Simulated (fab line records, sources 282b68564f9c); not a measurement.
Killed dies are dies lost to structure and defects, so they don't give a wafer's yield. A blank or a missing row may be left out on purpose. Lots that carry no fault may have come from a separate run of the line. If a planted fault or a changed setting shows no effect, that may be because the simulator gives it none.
A lot that was struck, set against a sound lot -- flow rit_cmos -- 16 steps out of a route of 202
Sound: the wafers L961.1, L961.2, L961.4. Struck: wafers L974.1, L974.2, L974.4. At the end, the cause is stated.
Per side, at each step with rows, come the tool, then ch with its chambers, and then its first start. Under that, the readings that differ: sound wafers -- struck wafers -- difference of the means -- sigmas: that difference in standard deviations of wafers without a fault.
alike: readings with means less than 2 such deviations apart, plus words and numbers identical on both sides. not compared: withheld readings, readings lacking a value on some wafer, bounds such as >300 that could conceal the same value, and numbers that have no deviation in the record and whose values overlap.
A row with sigmas, a row that says differs or no value, or rows on one side alone: a step with any of these is where the two part. When numbers do not overlap yet have no deviation, they are printed without sigmas and do not part them. A reading that every wafer of one side lacks parts them only if that side has two wafers or more.

RIT_ACTIVE_BOW_MEAS_00:
  sound: film_metro-02 at day 1 15:00; struck: film_metro-02 at day 4 08:00
  alike: INCOMING_BOW
then, 1 step without rows for these wafers: RIT_ACTIVE_OXIDATION_01 (target thk 46.8 nm, ox time 3360 s).
RIT_ACTIVE_THK_MEAS_02:
  sound: film_metro-04 at day 1 17:03; struck: film_metro-04 at day 4 10:03
  alike: ACTIVE_OXIDE_THK
then, 1 step without rows for these wafers: RIT_ACTIVE_CVD_03 (deposits Si3N4 from SiH2Cl2/NH3, target thk 150 nm, time 1500 s).
RIT_ACTIVE_THK_MEAS_04:
  sound: film_metro-03 at day 1 18:32; struck: film_metro-02 at day 4 11:32
  alike: ACTIVE_NITRIDE_THK
then, 5 steps without rows for these wafers: RIT_ACTIVE_HMDS_05 (prime time 60 s); RIT_ACTIVE_COAT_06 (resist thk 1007 nm); RIT_ACTIVE_SOFTBAKE_07 (time 60 s); RIT_ACTIVE_EXPOSE_08 (exposes mask M1, target cd 1400 nm); RIT_ACTIVE_PEB_09.
RIT_ACTIVE_DEVELOP_10: develop time 50 s.
  sound on litho_track-02 ch 0, day 1 19:00; struck on litho_track-02 ch 0, day 4 12:00
  alike: developer_temp_C
RIT_ACTIVE_CD_MEAS_11: the cd target is 1400 nm.
  sound: cd_sem-02 at day 1 19:34; struck: cd_sem-01 at day 4 12:34
reading,sound,struck,difference,sigmas
cd_nm (nm),1400.1 1400.7 1400.2,1443.9 1444.4 1444.5,+43.9,+19
then, 1 step without rows for these wafers: RIT_ACTIVE_HARDBAKE_12 (time 60 s).
RIT_ACTIVE_ETCH_13: etches Si3N4 in SF6, stops on SiO2, time 210 s, target depth 210 nm.
  sound on rie_diel-01 ch 0,3, day 1 19:50; struck on rie_diel-04 ch 0,1,2, day 4 12:50
reading,sound,struck,difference,sigmas
drypump_motor_current_A (A),5.4 4.9 4.9,5.6 5.7 6.1,+0.7,+2
model.ACTIVE.cd_nm (nm),1400 1401 1400,1444 1445 1444,+44,
  alike: SF6_flow_sccm, oes_product_au, throttle_valve_pct
  not compared: rf_hours_counter_h
RIT_ACTIVE_STRIP_14: strips in O2, time 180 s.
  sound on plasma_asher-01 ch 0,1, day 1 19:58; struck on plasma_asher-02 ch 0,1, day 4 12:58
  alike: drypump_motor_current_A
  not compared: rf_hours_counter_h
RIT_M1_PROBE_99:
  sound: prober-01 at day 3 16:14; struck: prober-01 at day 6 10:22
reading,sound,struck,difference,sigmas
model.etest.pplus_sal.width_nm (nm),3451 3435 3452,3486 3486 3463,+32,
model.etest.nplus_sal.width_nm (nm),3450 3422 3449,3484 3506 3469,+46,
model.etest.nldd.width_nm (nm),3181 3162 3190,3191 3214 3194,+22,
  alike: killed_at_contacts, killed_at_front_end, killed_dies, killed_open, killed_short
  not compared: model.etest.pldd.width_nm

## WHERE THEY PART
Earliest at RIT_ACTIVE_CD_MEAS_11; latest, in this record, at RIT_ACTIVE_ETCH_13. Later steps at which nothing parts them and some readings are alike: RIT_ACTIVE_STRIP_14, RIT_M1_PROBE_99.

WHY: the cause the simulator had injected
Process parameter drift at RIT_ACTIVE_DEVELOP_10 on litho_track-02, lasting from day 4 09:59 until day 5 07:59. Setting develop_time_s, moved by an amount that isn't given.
